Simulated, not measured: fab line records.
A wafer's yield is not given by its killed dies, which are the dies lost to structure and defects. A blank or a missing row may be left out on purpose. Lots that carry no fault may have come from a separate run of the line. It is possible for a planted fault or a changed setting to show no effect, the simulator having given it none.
Which tool was responsible? || flow rit_cmos || Sampling: 13 lots, 39 wafers, 2 of 202 route steps

WHAT THE GAUGES SHOWED, per wafer
The record lacks any reading of a measuring or inspecting step that a usual standard deviation could be used to judge.

EACH LOT AND THE TOOL THAT RAN IT (in order: tool; ch and the chambers of the sampled wafers; start)
{"lot": "L764", "RIT_SPACER_ETCHBACK_05": "rie_diel-04 ch 1,2,3, day 2 22:07", "RIT_M1_PROBE_99": "-"}
{"lot": "L767", "RIT_SPACER_ETCHBACK_05": "rie_diel-04 ch 1,2,3, day 3 13:43", "RIT_M1_PROBE_99": "-"}
{"lot": "L768", "RIT_SPACER_ETCHBACK_05": "rie_diel-04 ch 0,3, day 3 22:16", "RIT_M1_PROBE_99": "-"}
{"lot": "L769", "RIT_SPACER_ETCHBACK_05": "rie_diel-02 ch 0,1,2, day 3 23:14", "RIT_M1_PROBE_99": "-"}
{"lot": "L770", "RIT_SPACER_ETCHBACK_05": "rie_diel-04 ch 0,3, day 4 05:53", "RIT_M1_PROBE_99": "-"}
{"lot": "L771", "RIT_SPACER_ETCHBACK_05": "rie_diel-02 ch 0,1,2, day 4 12:11", "RIT_M1_PROBE_99": "-"}
{"lot": "L773", "RIT_SPACER_ETCHBACK_05": "rie_diel-04 ch 0,2,3, day 4 19:42", "RIT_M1_PROBE_99": "-"}
{"lot": "L774", "RIT_SPACER_ETCHBACK_05": "rie_diel-02 ch 2,3, day 4 23:31", "RIT_M1_PROBE_99": "prober-02, day 5 10:25"}
{"lot": "L775", "RIT_SPACER_ETCHBACK_05": "rie_diel-02 ch 1,2,3, day 5 06:01", "RIT_M1_PROBE_99": "prober-01, day 5 17:08"}
{"lot": "L777", "RIT_SPACER_ETCHBACK_05": "rie_diel-04 ch 0,2,3, day 5 17:07", "RIT_M1_PROBE_99": "prober-01, day 6 06:07"}
{"lot": "L779", "RIT_SPACER_ETCHBACK_05": "rie_diel-02 ch 0,2, day 6 01:14", "RIT_M1_PROBE_99": "-"}
{"lot": "L786", "RIT_SPACER_ETCHBACK_05": "rie_diel-01 ch 0,3, day 7 15:01", "RIT_M1_PROBE_99": "-"}
{"lot": "L787", "RIT_SPACER_ETCHBACK_05": "rie_diel-04 ch 0,3, day 7 20:49", "RIT_M1_PROBE_99": "-"}
- RIT_SPACER_ETCHBACK_05: etches Si3N4 in SF6/CHF3, stops on SiO2, target depth 250 nm, time 240 s.
- RIT_M1_PROBE_99

AS READ BY THE TOOLS THEMSELVES (means over the sampled wafers that have a number; for cases with no such wafer, the mark the record gives instead)
RIT_SPACER_ETCHBACK_05.
{"lot": "L764", "tool": "rie_diel-04", "CHF3_flow_sccm (sccm)": 30.02, "drypump_motor_current_A (A)": 6.2, "oes_product_au (a.u.)": 0.853, "throttle_valve_pct (%)": 10.40}
{"lot": "L767", "tool": "rie_diel-04", "CHF3_flow_sccm (sccm)": 30.02, "drypump_motor_current_A (A)": 6.2, "oes_product_au (a.u.)": 0.837, "throttle_valve_pct (%)": 10.40}
{"lot": "L768", "tool": "rie_diel-04", "CHF3_flow_sccm (sccm)": 30.16, "drypump_motor_current_A (A)": 6.6, "oes_product_au (a.u.)": 0.853, "throttle_valve_pct (%)": 10.50}
{"lot": "L769", "tool": "rie_diel-02", "CHF3_flow_sccm (sccm)": 30.06, "drypump_motor_current_A (A)": 5.5, "oes_product_au (a.u.)": 0.856, "throttle_valve_pct (%)": 10.21}
{"lot": "L770", "tool": "rie_diel-04", "CHF3_flow_sccm (sccm)": 30.05, "drypump_motor_current_A (A)": 6.6, "oes_product_au (a.u.)": 0.856, "throttle_valve_pct (%)": 10.41}
{"lot": "L771", "tool": "rie_diel-02", "CHF3_flow_sccm (sccm)": 29.97, "drypump_motor_current_A (A)": 5.5, "oes_product_au (a.u.)": 0.850, "throttle_valve_pct (%)": 10.22}
{"lot": "L773", "tool": "rie_diel-04", "CHF3_flow_sccm (sccm)": 29.99, "drypump_motor_current_A (A)": 6.2, "oes_product_au (a.u.)": 0.845, "throttle_valve_pct (%)": 10.35}
{"lot": "L774", "tool": "rie_diel-02", "CHF3_flow_sccm (sccm)": 29.95, "drypump_motor_current_A (A)": 5.9, "oes_product_au (a.u.)": 0.845, "throttle_valve_pct (%)": 10.32}
{"lot": "L775", "tool": "rie_diel-02", "CHF3_flow_sccm (sccm)": 29.96, "drypump_motor_current_A (A)": 5.8, "oes_product_au (a.u.)": 0.860, "throttle_valve_pct (%)": 10.24}
{"lot": "L777", "tool": "rie_diel-04", "CHF3_flow_sccm (sccm)": 30.05, "drypump_motor_current_A (A)": 6.2, "oes_product_au (a.u.)": 0.849, "throttle_valve_pct (%)": 10.35}
{"lot": "L779", "tool": "rie_diel-02", "CHF3_flow_sccm (sccm)": 30.05, "drypump_motor_current_A (A)": 5.4, "oes_product_au (a.u.)": 0.883, "throttle_valve_pct (%)": 10.32}
{"lot": "L786", "tool": "rie_diel-01", "CHF3_flow_sccm (sccm)": 29.96, "drypump_motor_current_A (A)": 5.9, "oes_product_au (a.u.)": 0.849, "throttle_valve_pct (%)": 10.09}
{"lot": "L787", "tool": "rie_diel-04", "CHF3_flow_sccm (sccm)": 30.07, "drypump_motor_current_A (A)": 6.6, "oes_product_au (a.u.)": 0.855, "throttle_valve_pct (%)": 10.40}

RIT_M1_PROBE_99.
{"lot": "L774", "tool": "prober-02", "killed_at_contacts": 0.0, "killed_at_front_end": 5, "killed_dies": 5, "killed_open": 3.0, "killed_short": 2.3}
{"lot": "L775", "tool": "prober-01", "killed_at_contacts": 0.0, "killed_at_front_end": 8, "killed_dies": 8, "killed_open": 2.7, "killed_short": 3.7}
{"lot": "L777", "tool": "prober-01", "killed_at_contacts": 0.0, "killed_at_front_end": 3, "killed_dies": 3, "killed_open": 1.7, "killed_short": 1.7}

THE ANSWER, worked out from the rows above alone
Rule: usual is defined by the lots themselves. The widest of any qualifying gaps counts: lots, ordered by their means at a reading, are off when they make up no more than a third of the lots, leave a main group of 4 or more, and stand apart from it by 3 or more times the standard deviation of that group's means. The tables above print the reading to a certain number of digits; a main group whose means all agree to those digits is not used. A lot without any number at a reading at which 4 lots or more have one is off too. The other lots that the step has rows for count as sound. The gauges are gone through in route order, then the tools' own readings, and for those a lot's mean is taken as printed above. At the first step where some lot is off, the reading lying furthest off is the one used; lots without a number count as furthest.
Off, at RIT_SPACER_ETCHBACK_05 on oes_product_au: L779. The main group has a mean of 0.851 a.u. with a standard deviation of 0.006.
If a tool, at that step or one of the process steps before it, ran each lot that is off and ran no sound lot following the first of them, it fits. One fits: RIT_SPACER_ETCHBACK_05 on rie_diel-02. Its last sound lot is L775 (day 5 06:01), its first lot that is off L779 (day 6 01:14): a fault that began between those two fits.
On the lots that are off, the tool's own readings at RIT_SPACER_ETCHBACK_05 differ by more than 5 times the standard deviation of the sound lots' means, which bears it out; oes_product_au reads 0.883 a.u. there versus 0.851 a.u. on the sound lots.

WHAT THE SIMULATOR HAD PUT IN
rie_diel-02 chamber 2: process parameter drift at RIT_SPACER_ETCHBACK_05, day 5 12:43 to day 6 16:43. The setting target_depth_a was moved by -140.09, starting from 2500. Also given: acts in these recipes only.
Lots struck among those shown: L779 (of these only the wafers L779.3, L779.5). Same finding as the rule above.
